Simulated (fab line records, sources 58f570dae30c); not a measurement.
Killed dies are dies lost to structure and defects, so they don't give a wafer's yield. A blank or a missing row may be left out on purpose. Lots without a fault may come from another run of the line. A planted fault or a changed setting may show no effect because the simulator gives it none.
Chamber matching | flow berkeley_cmos170 | UCB170_SPACER_CVD_00 on pecvd-03: 3 sister chambers
The step deposits SiO2 from TEOS/O2, target thk 376 nm, time 47 s. 3 wafers are shown with their chamber, then 7 later ones without.

WAFERS WITH THEIR CHAMBER
wafer  | chamber | heater_power_w (W)
L991.6 | 0       | 278
L989.6 | 1       | 234
L993.4 | 2       | 382

WAFERS WITHOUT THEIR CHAMBER
wafer  | heater_power_w (W)
L993.5 | 154
L997.1 | 156
L997.2 | 258
L997.3 | 310
L995.1 | 208
L995.3 | 226
L995.6 | 230

WHICH CHAMBER EACH WENT THROUGH
wafer  | from the rows above          | in truth
L993.5 | can't be placed: 1 or 0      | 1
L997.1 | can't be placed: 1 or 0      | 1
L997.2 | can't be placed: 0 or 1      | 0
L997.3 | can't be placed: 0 or 2 or 1 | 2
L995.1 | can't be placed: 1 or 0      | 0
L995.3 | can't be placed: 1 or 0      | 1
L995.6 | can't be placed: 1 or 0      | 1
Placed correctly: 0 of 7. Can't be placed from these rows: 7 (the true chamber is among the candidates in 7). Placed wrongly: 0.
How it was worked out, from the rows above alone: a wafer's distance from a chamber is the root of the sum, over the readings, of the square of ((its reading less the chamber's mean) divided by the reading's scatter). The wafer belongs to the nearest chamber; if the next one is less than 2 further off, it can't be placed. A chamber's mean is the mean of its shown wafers. The scatter: with one shown wafer a chamber, the root of the mean of the squares of how far each hidden wafer lies from its nearest shown one.
